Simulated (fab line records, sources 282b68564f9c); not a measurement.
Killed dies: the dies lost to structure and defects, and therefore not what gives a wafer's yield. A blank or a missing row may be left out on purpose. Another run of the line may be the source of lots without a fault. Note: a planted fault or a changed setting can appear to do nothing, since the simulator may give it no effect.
fab line records	flow rit-cmos
record: lots: 5	wafers: 23
route steps=202 shown GATE@77 FOX2@80 REOX@99 NLDD@111 SPACER@128 NSD@132 SILICIDE@162 CONTACT@168 M1@202
start-h: hours from the record's opening day to when the first of the lot's shown wafers began	wait-h: hours since the lot's step before	" the same as in the row above	L1.1+2: one row covering several wafers at once	- no value present, or no start provided	* or withheld: withheld	< > ~ a bound
route shown NAME@n: names a module that has steps shown in the file, with the first one's number in the route	usual: mean/standard deviation taken from wafers without a fault	same: alike in all rows	chamber/n: place in a boat	sites: the reading at each site	_std_site: the values' standard deviation	_edge_site: the outer-site mean with the inner-site mean subtracted	radius-mm: how far each site lies from the wafer's centre	mask NAME#n: copy n	behind: the tool/chamber that last shaped the wafer	hold: reason for holding the lot/hours on hold/outcome of the hold	device: the transistor (n, p or np) that didn't switch	end of line: at the end of the route, the tests of the same wafers	a step with no rows: only its recipe	killed: the dies lost at the first sort to structure and to defects; this is not the yield of the wafer	map: a wafer's dies, x killed, . not, _ none there
set.NAME: the setting that was run; set.NAME@STEP: the one run at that earlier step	model.NAME: the simulator's own value behind a step, which no gauge read
lots where settings were altered on purpose, with a table for each step and a row for each wafer
== steps ==
step: RIT_GATE_CLEAN_02
recipe: chemistry: dHF	dilution: 50:1	time-s: 30
lot.wafer	tool	chamber	start-h	wait-h	set.time-s
L078.1+5+6	wet-bench-01	3	56.19	0.0	30
L079.1+3+4+5+6	-	-	-	0.0	34.16
L081.1+2+3+5+6	-	-	-	0.0	26.37
L083.1+2+4+5+6	-	-	-	0.0	30
L085.1+2+3+4+5	-	-	-	0.0	25.67
step: RIT_GATE_CLEAN_03
recipe: chemistry: SC2	mix: 3:3:50	time-s: 600	temp-c: 75	dry: n2-spin
step: RIT_GATE_CLEAN_04
recipe: chemistry: dHF	dilution: 50:1	time-s: 60	dry: n2-spin
step: RIT_FOX2_THK_MEAS_91
recipe: reads: SiO2_of_FOX2_OXIDATION_00
usual: FIELD_OXIDE_LEFT_2_THK: 254/7.4
lot.wafer	tool	chamber	start-h	wait-h	set.temp-c@FOX2_OXIDATION_00	FIELD_OXIDE_LEFT_2_THK[nm]
L078.1	film-metro-01	-	56.41	0.0	1100	250
L078.5	"	-	"	"	1100	248
L078.6	"	-	"	"	1100	246
L079.1	film-metro-03	-	59.74	0.0	1113	266
L079.3	"	-	"	"	1113	261
L079.4	"	-	"	"	1113	259
L079.5	"	-	"	"	1113	265
L079.6	"	-	"	"	1113	258
L081.1	film-metro-04	-	68.46	0.0	1112	279
L081.2	"	-	"	"	1112	276
L081.3	"	-	"	"	1112	284
L081.5	"	-	"	"	1112	281
L081.6	"	-	"	"	1112	278
L083.1	film-metro-03	-	81.76	0.0	1118	270
L083.2	"	-	"	"	1118	277
L083.4	"	-	"	"	1118	276
L083.5	"	-	"	"	1118	276
L083.6	"	-	"	"	1118	282
L085.1	film-metro-03	-	89.56	0.0	1075	212
L085.2	"	-	"	"	1075	220
L085.3	"	-	"	"	1075	219
L085.4	"	-	"	"	1075	216
L085.5	"	-	"	"	1075	221
step: RIT_GATE_EXPOSE_13
recipe: mask-id: M6	na: 0.6	source-shape: conventional	sigma-outer: 0.6	target-cd-nm: 150	dose-mj: 380
lot.wafer	tool	chamber	start-h	wait-h	mask	set.dose-mj
L078.1+5+6	iline-stepper-01	0	61.22	0.1	M6#0	380
L079.1+3+4+5+6	iline-stepper-02	0	66.51	0.2	M6#0	380
L081.1+3	iline-stepper-02	0	75.33	0.1	M6#0	387.8
L081.2+5+6	"	0	"	"	M6#0	380
L083.1+2+4+5+6	iline-stepper-02	0	85.34	0.1	M6#0	380
L085.1+5	iline-stepper-02	0	95.80	0.1	M6#0	368.8
L085.2+3+4	"	0	"	"	M6#0	380
step: RIT_GATE_PEB_14
recipe: resist: NOVOLAK	temp-c: withheld	time-s: withheld
step: RIT_GATE_DEVELOP_15
recipe: resist: NOVOLAK	develop-time-s: 50	dev-temp-c: 23
step: RIT_GATE_CD_MEAS_16
recipe: target-cd-nm: 150
usual: cd-nm: 148.8/2.8
lot.wafer	tool	chamber	start-h	wait-h	set.dose-mj@GATE_EXPOSE_13	cd-nm
L078.1	cd-sem-02	-	61.62	-	380	146.3
L078.5	"	-	"	"	380	146.6
L078.6	"	-	"	"	380	147.5
L079.1	cd-sem-02	-	67.03	-	380	148.2
L079.3	"	-	"	"	380	147.6
L079.4	"	-	"	"	380	147.6
L079.5	"	-	"	"	380	147.1
L079.6	"	-	"	"	380	146.0
L081.1	cd-sem-01	-	75.73	-	387.8	144.0
L081.2	"	-	"	"	380	155.3
L081.3	"	-	"	"	387.8	141.8
L081.5	"	-	"	"	380	154.8
L081.6	"	-	"	"	380	153.2
L083.1	cd-sem-02	-	85.74	-	380	144.6
L083.2	"	-	"	"	380	149.2
L083.4	"	-	"	"	380	148.4
L083.5	"	-	"	"	380	150.5
L083.6	"	-	"	"	380	147.9
L085.1	cd-sem-01	-	96.20	-	368.8	169.1
L085.2	"	-	"	"	380	150.6
L085.3	"	-	"	"	380	151.1
L085.4	"	-	"	"	380	151.3
L085.5	"	-	"	"	368.8	166.7
step: RIT_GATE_ETCH_19
recipe: chemistry: SF6/CHF3/O2	time-s: 165	SF6_flow_sccm: 30	CHF3_flow_sccm: 30	O2_flow_sccm: 5	target: poly-Si	pressure-mtorr: 40	rf-w: 160	target-depth-a: 3125	over-etch-frac: 0.25	stop-on: SiO2
lot.wafer	tool	chamber	start-h	wait-h	set.rf-w	set.dose-mj@GATE_EXPOSE_13	model.GATE.cd-nm
L078.1	rie-si-02	1	61.93	0.1	160	380	146.8
L078.5	"	1	"	"	160	380	146.6
L078.6	"	0	"	"	160	380	147.2
L079.1	rie-si-01	3	67.33	0.1	167.4	380	148.3
L079.3	"	2	"	"	160	380	147.2
L079.4	"	1	"	"	160	380	147.5
L079.5	"	3	"	"	160	380	146.9
L079.6	"	2	"	"	167.4	380	146.2
L081.1	rie-si-01	0	76.04	0.1	160	387.8	144
L081.2	"	1	"	"	160	380	155.1
L081.3	"	2	"	"	160	387.8	141.9
L081.5	"	1	"	"	160	380	154.4
L081.6	"	2	"	"	160	380	153.2
L083.1	rie-si-02	1	86.04	0.1	160	380	144.5
L083.2	"	0	"	"	160	380	149.2
L083.4	"	2	"	"	160	380	148.7
L083.5	"	3	"	"	174.1	380	150.1
L083.6	"	2	"	"	174.1	380	147.6
L085.1	rie-si-01	3	96.50	0.1	152	368.8	169.4
L085.2	"	2	"	"	160	380	150.4
L085.3	"	0	"	"	152	380	151.3
L085.4	"	1	"	"	160	380	151.5
L085.5	"	3	"	"	160	368.8	166.7
step: RIT_GATE_STRIP_20
recipe: chemistry: O2	time-s: 180	resist: NOVOLAK	platen-temp-c: withheld	power-w: 500	pressure-mtorr: 4000	o2-flow-sccm: 4000
step: RIT_GATE_CD_MEAS_90
recipe: target-cd-nm: 150
usual: cd-nm: 148.8/2.8
lot.wafer	tool	chamber	start-h	wait-h	set.dose-mj@GATE_EXPOSE_13	cd-nm
L078.1	cd-sem-02	-	62.21	0.1	380	146.9
L078.5	"	-	"	"	380	146.6
L078.6	"	-	"	"	380	147.2
L079.1	cd-sem-01	-	67.62	0.1	380	147.9
L079.3	"	-	"	"	380	147.4
L079.4	"	-	"	"	380	147.3
L079.5	"	-	"	"	380	146.8
L079.6	"	-	"	"	380	146.4
L081.1	cd-sem-01	-	76.32	0.1	387.8	144.0
L081.2	"	-	"	"	380	155.1
L081.3	"	-	"	"	387.8	142.1
L081.5	"	-	"	"	380	154.4
L081.6	"	-	"	"	380	153.1
L083.1	cd-sem-01	-	86.33	0.1	380	144.4
L083.2	"	-	"	"	380	149.3
L083.4	"	-	"	"	380	148.7
L083.5	"	-	"	"	380	150.2
L083.6	"	-	"	"	380	147.7
L085.1	cd-sem-01	-	96.79	0.1	368.8	169.5
L085.2	"	-	"	"	380	150.3
L085.3	"	-	"	"	380	151.6
L085.4	"	-	"	"	380	151.6
L085.5	"	-	"	"	368.8	166.9
step: RIT_REOX_CLEAN_01
recipe: chemistry: dHF	dilution: 50:1	time-s: 30
lot.wafer	tool	chamber	start-h	wait-h	set.time-s	model.SiO2_of_FOX2_OXIDATION_00.thk-nm
L078.1	wet-bench-03	1	62.52	0.0	30	235
L078.5	"	1	"	"	30	232.9
L078.6	"	1	"	"	30	230
L079.1	-	-	-	0.0	32.21	249.8
L079.3	"	-	"	"	32.21	244.8
L079.4	"	-	"	"	32.21	243
L079.5	"	-	"	"	32.21	248.4
L079.6	"	-	"	"	32.21	242.1
L081.1	-	-	-	0.0	30	264.1
L081.2	"	-	"	"	30	260.4
L081.3	"	-	"	"	30	268.3
L081.5	"	-	"	"	30	264.8
L081.6	"	-	"	"	30	262.3
L083.1	-	-	-	0.0	30	254.4
L083.2	"	-	"	"	30	261.6
L083.4	"	-	"	"	30	260.1
L083.5	"	-	"	"	30	259.1
L083.6	"	-	"	"	30	265.2
L085.1	-	-	-	0.0	34.18	196.7
L085.2	"	-	"	"	34.18	203.7
L085.3	"	-	"	"	34.18	204
L085.4	"	-	"	"	34.18	200.1
L085.5	"	-	"	"	34.18	205.2
step: RIT_NLDD_IMPLANT_08
recipe: species: P	energy-kev: 20	dose-cm2: 5e+14	tilt-deg: 7
lot.wafer	tool	chamber	start-h	wait-h	set.energy-kev	model.implant.drp-nm
L078.1+5+6	implanter-04	0	66.76	0.1	20	12.97
L079.1+3	implanter-02	0	71.91	0.1	20	12.97
L079.4+5+6	"	0	"	"	19.62	12.82
L081.1+2+3+5+6	implanter-03	0	82.75	0.1	20	12.97
L083.1+2	implanter-04	0	91.22	0.1	20	12.97
L083.4+5+6	"	0	"	"	19.52	12.78
L085.1+2+3+4+5	implanter-02	0	101.65	0.1	20	12.97
step: RIT_SPACER_CVD_03
recipe: material: Si3N4	target-thk-nm: 250	temp-c: 810	precursor: SiH2Cl2/NH3	time-s: 3300	pressure-mtorr: 300	sih2cl2-flow-sccm: 60	nh3-flow-sccm: 150
lot.wafer	tool	chamber	start-h	wait-h	set.pressure-mtorr	model.Si3N4_of_SPACER_CVD_03.thk-nm
L078.1	lpcvd-01	0	69.11	0.0	300	251.6
L078.5	"	0	"	"	300	250
L078.6	"	0	"	"	300	250.6
L079.1	-	-	-	0.0	268.8	242.1
L079.3	"	-	"	"	268.8	241.7
L079.4	"	-	"	"	268.8	241.5
L079.5+6	"	-	"	"	268.8	243.7
L081.1	-	-	-	0.0	262	238.9
L081.2+5+6	"	-	"	"	262	239.7
L081.3	"	-	"	"	262	240.6
L083.1	-	-	-	0.5	318	252.5
L083.2	"	-	"	"	318	251.9
L083.4	"	-	"	"	318	250.5
L083.5	"	-	"	"	318	253.7
L083.6	"	-	"	"	318	252.4
L085.1	-	-	-	0.0	330.3	255.5
L085.2	"	-	"	"	330.3	255.7
L085.3	"	-	"	"	330.3	254.3
L085.4	"	-	"	"	330.3	255.3
L085.5	"	-	"	"	330.3	255.2
step: RIT_SPACER_THK_MEAS_04
recipe: reads: Si3N4_of_SPACER_CVD_03
usual: SPACER_NITRIDE_THK: 249.6/1.8
lot.wafer	tool	chamber	start-h	wait-h	set.pressure-mtorr@SPACER_CVD_03	SPACER_NITRIDE_THK[nm]
L078.1	film-metro-01	-	71.03	0.0	300	251.6
L078.5	"	-	"	"	300	249.9
L078.6	"	-	"	"	300	250.8
L079.1	film-metro-03	-	-	-	268.8	242.0
L079.3	"	-	"	"	268.8	241.8
L079.4	"	-	"	"	268.8	241.3
L079.5	"	-	"	"	268.8	243.8
L079.6	"	-	"	"	268.8	244.0
L081.1	film-metro-02	-	-	-	262	238.9
L081.2	"	-	"	"	262	239.8
L081.3	"	-	"	"	262	240.6
L081.5	"	-	"	"	262	239.7
L081.6	"	-	"	"	262	239.7
L083.1	film-metro-02	-	-	-	318	252.6
L083.2	"	-	"	"	318	251.8
L083.4	"	-	"	"	318	250.5
L083.5	"	-	"	"	318	253.6
L083.6	"	-	"	"	318	252.5
L085.1	film-metro-02	-	-	-	330.3	255.4
L085.2	"	-	"	"	330.3	255.7
L085.3	"	-	"	"	330.3	254.5
L085.4	"	-	"	"	330.3	255.3
L085.5	"	-	"	"	330.3	255.4
step: RIT_SPACER_ETCHBACK_05
recipe: target-depth-a: 2500	SF6_flow_sccm: 30	CHF3_flow_sccm: 30	target: Si3N4	chemistry: SF6/CHF3	pressure-mtorr: 40	rf-w: 250	time-s: 240	stop-on: SiO2
lot.wafer	tool	chamber	start-h	wait-h	set.pressure-mtorr@SPACER_CVD_03	model.etch.depth-nm	model.Si3N4_of_SPACER_CVD_03.thk-nm
L078.1	rie-diel-02	2	71.09	0.1	300	251.6	196.5
L078.5	"	0	"	"	300	250	196.2
L078.6	"	1	"	"	300	250.6	195.7
L079.1	rie-diel-04	0	76.21	0.1	268.8	242.1	189.5
L079.3	"	2	"	"	268.8	241.7	189.8
L079.4	"	1	"	"	268.8	241.5	189.2
L079.5	"	1	"	"	268.8	243.7	191.2
L079.6	"	0	"	"	268.8	243.7	190.7
L081.1	rie-diel-01	1	87.06	0.1	262	-	187.4
L081.2	"	3	"	"	262	239.7	187.9
L081.3	"	2	"	"	262	-	188
L081.5	"	0	"	"	262	239.7	187.4
L081.6	"	3	"	"	262	239.7	187.7
L083.1	rie-diel-02	3	96.08	0.1	318	-	197.3
L083.2	"	2	"	"	318	251.9	196.3
L083.4	"	1	"	"	318	250.5	196.2
L083.5	"	1	"	"	318	-	198.4
L083.6	"	2	"	"	318	252.4	197.2
L085.1	rie-diel-04	3	106.97	0.1	330.3	-	200.1
L085.2	"	0	"	"	330.3	255.7	200
L085.3	"	2	"	"	330.3	254.3	199.5
L085.4	"	1	"	"	330.3	255.3	200.4
L085.5	"	1	"	"	330.3	-	199.8
step: RIT_NSD_COAT_01
recipe: resist: NOVOLAK	spin-rpm: 3250	resist-thk-nm: 1000
lot.wafer	tool	chamber	start-h	wait-h	set.spin-rpm	model.NOVOLAK_of_NSD_COAT_01.thk-nm
L078.1	litho-track-02	0	71.39	0.1	3250	999.3
L078.5	"	0	"	"	3250	999.2
L078.6	"	0	"	"	3250	998.5
L079.1+4	litho-track-01	0	76.51	0.1	3250	998.3
L079.3	"	0	"	"	3250	1000
L079.5+6	"	0	"	"	3250	1001
L081.1	litho-track-01	0	87.36	0.1	3312	988.3
L081.2	"	0	"	"	3312	987.6
L081.3	"	0	"	"	3312	990.2
L081.5	"	0	"	"	3250	1002
L081.6	"	0	"	"	3250	996.8
L083.1	litho-track-02	0	96.38	0.1	3250	1001
L083.2	"	0	"	"	3456	972.8
L083.4	"	0	"	"	3250	998.5
L083.5	"	0	"	"	3456	971.6
L083.6	"	0	"	"	3250	1002
L085.1	litho-track-01	0	107.46	0.1	3250	1003
L085.2	"	0	"	"	3250	998.8
L085.3	"	0	"	"	3090	1026
L085.4	"	0	"	"	3090	1028
L085.5	"	0	"	"	3090	1029
step: RIT_NSD_SOFTBAKE_02
recipe: resist: NOVOLAK	temp-c: 90	time-s: 60
step: RIT_NSD_EXPOSE_03
recipe: mask-id: M9	na: 0.57	target-cd-nm: 40700	dose-mj: 250
step: RIT_NSD_DEVELOP_05
recipe: resist: NOVOLAK	develop-time-s: 50	dev-temp-c: 23
step: RIT_NSD_HARDBAKE_07
recipe: resist: NOVOLAK	temp-c: 140	time-s: 60
lot.wafer	tool	chamber	start-h	wait-h	set.spin-rpm@NSD_COAT_01	model.NOVOLAK_of_NSD_COAT_01.thk-nm
L078.1	litho-track-01	0	72.12	0.0	3250	883.1
L078.5	"	0	"	"	3250	883
L078.6	"	0	"	"	3250	882.4
L079.1	litho-track-01	0	77.37	0.0	3250	882.3
L079.3	"	0	"	"	3250	883.9
L079.4	"	0	"	"	3250	882.2
L079.5	"	0	"	"	3250	884.7
L079.6	"	0	"	"	3250	884.9
L081.1	litho-track-03	0	88.36	0.0	3312	873.6
L081.2	"	0	"	"	3312	873
L081.3	"	0	"	"	3312	875.2
L081.5	"	0	"	"	3250	885.3
L081.6	"	0	"	"	3250	881
L083.1	litho-track-03	0	97.12	0.0	3250	884.9
L083.2	"	0	"	"	3456	860
L083.4	"	0	"	"	3250	882.5
L083.5	"	0	"	"	3456	859
L083.6	"	0	"	"	3250	885.3
L085.1	litho-track-02	0	108.34	0.0	3250	886.3
L085.2	"	0	"	"	3250	882.8
L085.3	"	0	"	"	3090	906.5
L085.4	"	0	"	"	3090	908.2
L085.5	"	0	"	"	3090	909.5
step: RIT_SILICIDE_SPUTTER_01
recipe: material: Ti	target-thk-nm: 30	power-w: 350	chamber-pressure-pa: 0.667	gas: Ar	time-s: 240	substrate-temp-c: 25
lot.wafer	tool	chamber	start-h	wait-h	set.power-w	model.Ti_of_SILICIDE_SPUTTER_01.thk-nm
L078.1	pvd-sputter-01	-	75.01	0.0	350	30.66
L078.5	"	-	"	"	350	30.48
L078.6	"	-	"	"	350	30.61
L079.1+4	pvd-sputter-04	-	80.40	0.0	363.5	31.03
L079.3	"	-	"	"	350	29.86
L079.5	"	-	"	"	350	29.81
L079.6	"	-	"	"	363.5	31.33
L081.1	pvd-sputter-04	-	91.36	0.0	350	29.61
L081.2	"	-	"	"	350	29.89
L081.3	"	-	"	"	320.4	27.35
L081.5	"	-	"	"	320.4	27.3
L081.6	"	-	"	"	350	29.92
L083.1	pvd-sputter-04	-	100.12	0.0	350	29.61
L083.2	"	-	"	"	350	29.42
L083.4	"	-	"	"	368.7	30.83
L083.5	"	-	"	"	368.7	30.97
L083.6	"	-	"	"	368.7	31.07
L085.1	pvd-sputter-03	-	111.21	0.0	366.4	31.36
L085.2	"	-	"	"	350	30.24
L085.3	"	-	"	"	366.4	31.04
L085.4	"	-	"	"	350	29.76
L085.5	"	-	"	"	350	29.66
step: RIT_SILICIDE_RS_MEAS_02
recipe: thk-meas-gauge: four-point-probe	reads: Ti_of_SILICIDE_SPUTTER_01
usual: SILICIDE_TI_RS: 47.9/0.75
lot.wafer	tool	chamber	start-h	wait-h	set.power-w@SILICIDE_SPUTTER_01	SILICIDE_TI_RS[ohm/sq]
L078.1	film-metro-03	-	75.16	0.1	350	46.7
L078.5	"	-	"	"	350	47.0
L078.6	"	-	"	"	350	46.6
L079.1	film-metro-03	-	80.55	0.1	363.5	46.0
L079.3	"	-	"	"	350	48.2
L079.4	"	-	"	"	363.5	45.9
L079.5	"	-	"	"	350	48.4
L079.6	"	-	"	"	363.5	45.4
L081.1	film-metro-04	-	91.51	0.1	350	48.6
L081.2	"	-	"	"	350	48.1
L081.3	"	-	"	"	320.4	53.8
L081.5	"	-	"	"	320.4	53.8
L081.6	"	-	"	"	350	48.0
L083.1	film-metro-01	-	100.27	0.1	350	48.7
L083.2	"	-	"	"	350	49.1
L083.4	"	-	"	"	368.7	46.3
L083.5	"	-	"	"	368.7	46.0
L083.6	"	-	"	"	368.7	45.9
L085.1	film-metro-03	-	111.36	0.1	366.4	45.3
L085.2	"	-	"	"	350	47.4
L085.3	"	-	"	"	366.4	45.9
L085.4	"	-	"	"	350	48.3
L085.5	"	-	"	"	350	48.6
step: RIT_SILICIDE_THK_MEAS_03
recipe: thk-meas-gauge: xrf	reads: Ti_of_SILICIDE_SPUTTER_01
usual: SILICIDE_TI_THK: 29.5/0.45
lot.wafer	tool	chamber	start-h	wait-h	set.power-w@SILICIDE_SPUTTER_01	SILICIDE_TI_THK[nm]
L078.1	film-metro-03	-	75.28	0.1	350	30.1
L078.5	"	-	"	"	350	29.9
L078.6	"	-	"	"	350	30.0
L079.1	film-metro-03	-	80.67	0.1	363.5	30.5
L079.3	"	-	"	"	350	29.4
L079.4	"	-	"	"	363.5	30.5
L079.5	"	-	"	"	350	29.3
L079.6	"	-	"	"	363.5	30.9
L081.1	film-metro-04	-	91.63	0.1	350	29.1
L081.2	"	-	"	"	350	29.2
L081.3	"	-	"	"	320.4	26.8
L081.5	"	-	"	"	320.4	26.7
L081.6	"	-	"	"	350	29.3
L083.1	film-metro-01	-	100.39	0.1	350	28.9
L083.2	"	-	"	"	350	28.8
L083.4	"	-	"	"	368.7	30.2
L083.5	"	-	"	"	368.7	30.2
L083.6	"	-	"	"	368.7	30.3
L085.1	film-metro-03	-	111.48	0.1	366.4	30.7
L085.2	"	-	"	"	350	29.6
L085.3	"	-	"	"	366.4	30.5
L085.4	"	-	"	"	350	29.2
L085.5	"	-	"	"	350	29.2
step: RIT_CONTACT_CVD_00
recipe: material: SiO2	target-thk-nm: 400	precursor: TEOS	temp-c: 390	time-s: 61	rf-w: 400
lot.wafer	tool	chamber	start-h	wait-h	set.time-s	model.SiO2_of_CONTACT_CVD_00.thk-nm
L078.1	pecvd-04	0	75.52	0.1	61	398.3
L078.5	"	1	"	"	61	404.6
L078.6	"	0	"	"	61	404.1
L079.1	pecvd-01	1	80.91	0.1	61	399.2
L079.3	"	0	"	"	61	395
L079.4	"	1	"	"	69.3	459.3
L079.5	"	2	"	"	69.3	466.1
L079.6	"	0	"	"	61	406.4
L081.1	pecvd-04	2	91.87	0.1	56.74	-
L081.2	"	0	"	"	61	390.8
L081.3	"	0	"	"	61	-
L081.5	"	0	"	"	56.74	370.4
L081.6	"	2	"	"	61	399.8
L083.1	pecvd-03	2	100.62	0.1	61	-
L083.2	"	1	"	"	63.82	414.4
L083.4	"	0	"	"	61	411.5
L083.5	"	2	"	"	63.82	-
L083.6	"	1	"	"	63.82	422.4
L085.1+5	pecvd-01	2	111.72	0.1	61	-
L085.2	"	1	"	"	61	395.6
L085.3	"	0	"	"	61	397.4
L085.4	"	1	"	"	61	405.9
step: RIT_CONTACT_THK_MEAS_01
recipe: reads: SiO2_of_CONTACT_CVD_00
usual: CONTACT_TEOS_THK: 400/4.7
lot.wafer	tool	chamber	start-h	wait-h	set.time-s@CONTACT_CVD_00	CONTACT_TEOS_THK[nm]
L078.1	film-metro-04	-	75.57	0.0	61	398
L078.5	"	-	"	"	61	405
L078.6	"	-	"	"	61	404
L079.1	film-metro-02	-	80.96	0.0	61	400
L079.3	"	-	"	"	61	395
L079.4	"	-	"	"	69.3	460
L079.5	"	-	"	"	69.3	466
L079.6	"	-	"	"	61	406
L081.1	film-metro-02	-	91.94	0.1	56.74	367
L081.2	"	-	"	"	61	391
L081.3	"	-	"	"	61	391
L081.5	"	-	"	"	56.74	370
L081.6	"	-	"	"	61	400
L083.1	film-metro-02	-	100.67	0.0	61	400
L083.2	"	-	"	"	63.82	415
L083.4	"	-	"	"	61	411
L083.5	"	-	"	"	63.82	421
L083.6	"	-	"	"	63.82	422
L085.1	film-metro-04	-	111.77	0.0	61	396
L085.2	"	-	"	"	61	396
L085.3	"	-	"	"	61	397
L085.4	"	-	"	"	61	406
L085.5	"	-	"	"	61	405
step: RIT_M1_PROBE_99
lot.wafer	tool	chamber	start-h	wait-h	set.dose-mj@GATE_EXPOSE_13	model.etest.nmos_0p15.r-on-ohm-um	model.etest.pmos_0p15.r-on-ohm-um	model.etest.pmos-turned.r-on-ohm-um
L078.1	prober-02	-	81.97	0.1	380	1129	2753	3491
L078.5	prober-02	-	82.17	0.2	380	1101	2716	3373
L078.6	prober-02	-	82.22	0.2	380	1124	2696	3355
L079.1	prober-01	-	87.34	0.1	380	1194	2730	3412
L079.3	prober-01	-	87.44	0.2	380	1143	2715	3365
L079.4	prober-01	-	87.49	0.2	380	1202	2752	3413
L079.5	prober-01	-	87.54	0.2	380	1161	2696	3314
L079.6	prober-01	-	87.59	0.2	380	1159	2701	3339
L081.1	prober-01	-	98.63	0.1	387.8	1128	2683	3352
L081.2	prober-01	-	98.68	0.1	380	1199	2924	3594
L081.3	prober-01	-	98.73	0.2	387.8	1123	2647	3336
L081.5	prober-01	-	98.83	0.2	380	1213	2902	3587
L081.6	prober-01	-	98.88	0.2	380	1230	2964	3634
L083.1	prober-01	-	107.33	0.1	380	1101	2734	3498
L083.2	prober-01	-	107.38	0.1	380	1167	2982	3766
L083.4	prober-01	-	107.48	0.2	380	1143	2882	3610
L083.5	prober-01	-	107.53	0.2	380	1161	2925	3667
L083.6	prober-01	-	107.58	0.2	380	1147	2853	3608
L085.1	prober-01	-	118.25	0.1	368.8	1264	3224	3835
L085.2	prober-01	-	118.30	0.1	380	1114	2792	3465
L085.3	prober-01	-	118.35	0.2	380	1101	2712	3353
L085.4	prober-01	-	118.40	0.2	380	1122	2815	3443
L085.5	prober-01	-	118.45	0.2	368.8	1239	3127	3809
killed by level:class
L078.1 GATE:geometric-particle:short=4 GATE:geometric-particle:open=2
L078.5 GATE:geometric-particle:short=2 FOX1:geometric-particle:open=1 GATE:geometric-particle:open=1 REOX:geometric-particle:open=1 REOX:geometric-particle:short=1 SPACER:geometric-particle:open=1
L078.6 GATE:geometric-particle:short=3 GATE:geometric-particle:open=2 FOX1:geometric-particle:short=1 FOX1:geometric-particle:open=1 REOX:geometric-particle:open=1
== key ==
split: step: RIT_GATE_CLEAN_02	setting: time-s	stated: 30	by: lot
response none clear
split: step: RIT_GATE_EXPOSE_13	setting: dose-mj	stated: 380	by: wafer
response: step: RIT_GATE_CD_MEAS_16	reading: cd-nm	change: -5.7	per: 1%	r: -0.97
response: step: RIT_GATE_ETCH_19	reading: model.GATE.cd-nm	change: -5.67	per: 1%	r: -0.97
response: step: RIT_GATE_CD_MEAS_90	reading: cd-nm	change: -5.65	per: 1%	r: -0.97
response: step: RIT_M1_PROBE_99	reading: model.etest.pmos-turned.r-on-ohm-um	change: -133	per: 1%	r: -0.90
response: step: RIT_M1_PROBE_99	reading: model.etest.pmos_0p15.r-on-ohm-um	change: -134	per: 1%	r: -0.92
response: step: RIT_M1_PROBE_99	reading: model.etest.nmos_0p15.r-on-ohm-um	change: -45.9	per: 1%	r: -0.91
split: step: RIT_GATE_ETCH_19	setting: rf-w	stated: 160	by: wafer
response none clear
split: step: RIT_REOX_CLEAN_01	setting: time-s	stated: 30	by: lot
response: step: RIT_REOX_CLEAN_01	reading: model.SiO2_of_FOX2_OXIDATION_00.thk-nm	change: -3.49	per: 1%	r: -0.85
split: step: RIT_NLDD_IMPLANT_08	setting: energy-kev	stated: 20	by: wafer
response: step: RIT_NLDD_IMPLANT_08	reading: model.implant.drp-nm	change: +0.0786	per: 1%	r: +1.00
split: step: RIT_SPACER_CVD_03	setting: pressure-mtorr	stated: 300	by: lot
response: step: RIT_SPACER_CVD_03	reading: model.Si3N4_of_SPACER_CVD_03.thk-nm	change: +0.653	per: 1%	r: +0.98
response: step: RIT_SPACER_THK_MEAS_04	reading: SPACER_NITRIDE_THK	change: +0.652	per: 1%	r: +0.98
response: step: RIT_SPACER_ETCHBACK_05	reading: model.etch.depth-nm	change: +0.637	per: 1%	r: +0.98
response: step: RIT_SPACER_ETCHBACK_05	reading: model.Si3N4_of_SPACER_CVD_03.thk-nm	change: +0.504	per: 1%	r: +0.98
split: step: RIT_NSD_COAT_01	setting: spin-rpm	stated: 3250	by: wafer
response: step: RIT_NSD_COAT_01	reading: model.NOVOLAK_of_NSD_COAT_01.thk-nm	change: -4.88	per: 1%	r: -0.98
response: step: RIT_NSD_HARDBAKE_07	reading: model.NOVOLAK_of_NSD_COAT_01.thk-nm	change: -4.27	per: 1%	r: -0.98
split: step: RIT_SILICIDE_SPUTTER_01	setting: power-w	stated: 350	by: wafer
response: step: RIT_SILICIDE_SPUTTER_01	reading: model.Ti_of_SILICIDE_SPUTTER_01.thk-nm	change: +0.291	per: 1%	r: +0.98
response: step: RIT_SILICIDE_RS_MEAS_02	reading: SILICIDE_TI_RS	change: -0.608	per: 1%	r: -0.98
response: step: RIT_SILICIDE_THK_MEAS_03	reading: SILICIDE_TI_THK	change: +0.286	per: 1%	r: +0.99
split: step: RIT_CONTACT_CVD_00	setting: time-s	stated: 61	by: wafer
response: step: RIT_CONTACT_CVD_00	reading: model.SiO2_of_CONTACT_CVD_00.thk-nm	change: +4.3	per: 1%	r: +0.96
response: step: RIT_CONTACT_THK_MEAS_01	reading: CONTACT_TEOS_THK	change: +4.26	per: 1%	r: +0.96
split outside-this-file step=RIT_FOX2_OXIDATION_00 setting=temp-c
split outside-this-file: this setting was split too, and the file shows its column; the key of that split is in another file
